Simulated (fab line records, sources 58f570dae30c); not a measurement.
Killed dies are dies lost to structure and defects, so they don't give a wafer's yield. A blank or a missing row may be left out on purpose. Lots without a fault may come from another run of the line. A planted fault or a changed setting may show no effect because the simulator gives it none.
Tool commonality check | flow berkeley_cmos170 | 14 lots, 42 wafers sampled

WHY IT WAS OPENED
At UCB170_M1_CD_MEAS_09 the reading cd_nm is flagged on 2 of 14 lots. Wafers without a fault read 700.4 nm, standard deviation 1.6.
Rule: a lot is flagged when every wafer of it that has a number lies more than 4 standard deviations from that mean, or none has a number. The other lots count as sound.

lot  | measured     | on        | cd_nm (nm), wafer by wafer | flag
L992 | day 7 00:03  | cd_sem-01 | 699.0 698.4 699.2          |
L995 | day 7 08:24  | cd_sem-01 | 700.7 700.7 700.9          |
L994 | day 7 08:43  | cd_sem-01 | 700.3 699.0 699.4          |
L993 | day 7 09:58  | cd_sem-02 | 702.2 702.8 702.0          |
L998 | day 8 11:37  | cd_sem-02 | 678.2 678.7 680.0          | FLAGGED
L999 | day 8 19:15  | cd_sem-02 | 678.9 680.7 679.3          | FLAGGED
L104 | day 9 07:50  | cd_sem-02 | 701.3 701.9 700.4          |
L108 | day 10 11:19 | cd_sem-02 | 699.5 700.7 700.3          |
L107 | day 10 12:17 | cd_sem-01 | 700.6 700.6 699.8          |
L106 | day 10 13:57 | cd_sem-02 | 696.0 696.8 697.4          |
L109 | day 10 14:29 | cd_sem-02 | 701.2 700.6 701.0          |
L111 | day 11 09:44 | cd_sem-02 | 700.2 701.3 701.0          |
L113 | day 11 19:47 | cd_sem-01 | 699.9 701.2 699.1          |
L115 | day 12 05:46 | cd_sem-02 | 702.1 701.9 700.9          |
The numbers of the flagged lots are 679.3 nm on average: -21.1 nm against the usual, or -13 standard deviations.

WHICH TOOL RAN EACH LOT
The record holds 2 process steps before the reading, out of a route of 331 steps. In each cell: the tool, then ch and the chambers that the sampled wafers went through, then the start.
lot  | flag    | UCB170_CONTACT_STRIP_06              | UCB170_M1_COAT_04
L992 |         | plasma_asher-04 ch 0,1, day 6 20:29  | litho_track-04 ch 0, day 6 23:00
L995 |         | plasma_asher-01 ch 0,1, day 7 04:59  | litho_track-01 ch 0, day 7 07:00
L994 |         | plasma_asher-04 ch 0,1, day 7 05:14  | litho_track-01 ch 0, day 7 07:00
L993 |         | plasma_asher-04 ch 0,1, day 7 06:49  | litho_track-04 ch 0, day 7 09:00
L998 | FLAGGED | plasma_asher-02 ch 0,1, day 8 08:19  | litho_track-01 ch 0, day 8 10:00
L999 | FLAGGED | plasma_asher-04 ch 0, day 8 15:55    | litho_track-01 ch 0, day 8 18:00
L104 |         | plasma_asher-02 ch 0,1, day 9 03:50  | litho_track-04 ch 0, day 9 06:00
L108 |         | plasma_asher-04 ch 0,1, day 10 08:05 | litho_track-02 ch 0, day 10 10:00
L107 |         | plasma_asher-01 ch 0,1, day 10 09:03 | litho_track-02 ch 0, day 10 11:00
L106 |         | plasma_asher-02 ch 0, day 10 10:50   | litho_track-02 ch 0, day 10 13:00
L109 |         | plasma_asher-01 ch 0,1, day 10 11:01 | litho_track-04 ch 0, day 10 13:00
L111 |         | plasma_asher-02 ch 0,1, day 11 06:41 | litho_track-02 ch 0, day 11 09:00
L113 |         | plasma_asher-02 ch 0,1, day 11 14:49 | litho_track-02 ch 0, day 11 18:00
L115 |         | plasma_asher-01 ch 0, day 12 02:20   | litho_track-02 ch 0, day 12 05:00
What these steps do:
- UCB170_CONTACT_STRIP_06: strips in O2.
- UCB170_M1_COAT_04: resist thk 900 nm.
- UCB170_M1_CD_MEAS_09: target cd 700 nm.

FLAGGED OVER TOTAL, TOOL BY TOOL (the gauges that took the reading come last)
step                    | tool            | lots run | flagged | share of the flagged lots | sound lots run after its first flagged lot
UCB170_CONTACT_STRIP_06 | plasma_asher-01 | 4        | 0       | none                      | -
UCB170_CONTACT_STRIP_06 | plasma_asher-02 | 5        | 1       | some                      | 4 (L104,L106,L111,L113)
UCB170_CONTACT_STRIP_06 | plasma_asher-04 | 5        | 1       | some                      | 1 (L108)
UCB170_M1_COAT_04       | litho_track-01  | 4        | 2       | all                       | 0
UCB170_M1_COAT_04       | litho_track-02  | 6        | 0       | none                      | -
UCB170_M1_COAT_04       | litho_track-04  | 4        | 0       | none                      | -
UCB170_M1_CD_MEAS_09    | cd_sem-01       | 5        | 0       | none                      | -
UCB170_M1_CD_MEAS_09    | cd_sem-02       | 9        | 2       | all                       | 6 (L104,L108,L106,L109,L111,L115)

WHAT THE TABLE ALLOWS
2 rows of the table ran every flagged lot: litho_track-01 at UCB170_M1_COAT_04, cd_sem-02 at UCB170_M1_CD_MEAS_09.
- litho_track-01 at UCB170_M1_COAT_04: 2 of its 4 lots flagged. Its last sound lot is L995 (day 7 07:00), its first flagged lot L998 (day 8 10:00): a fault that began between those two fits.
- cd_sem-02 at UCB170_M1_CD_MEAS_09: 2 of its 9 lots flagged. Sound lots ran on it after the first flagged one (L104, L108, L106, L109, L111, L115), which a lasting fault on the whole tool wouldn't allow.
One tool is left: litho_track-01 at UCB170_M1_COAT_04.

WHAT THE SIMULATOR HAD PUT IN
Process parameter drift: litho_track-01, from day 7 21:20 on, at UCB170_M1_COAT_04. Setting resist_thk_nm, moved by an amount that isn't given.
Lots struck among those shown: L998, L999. The rule above found the same.
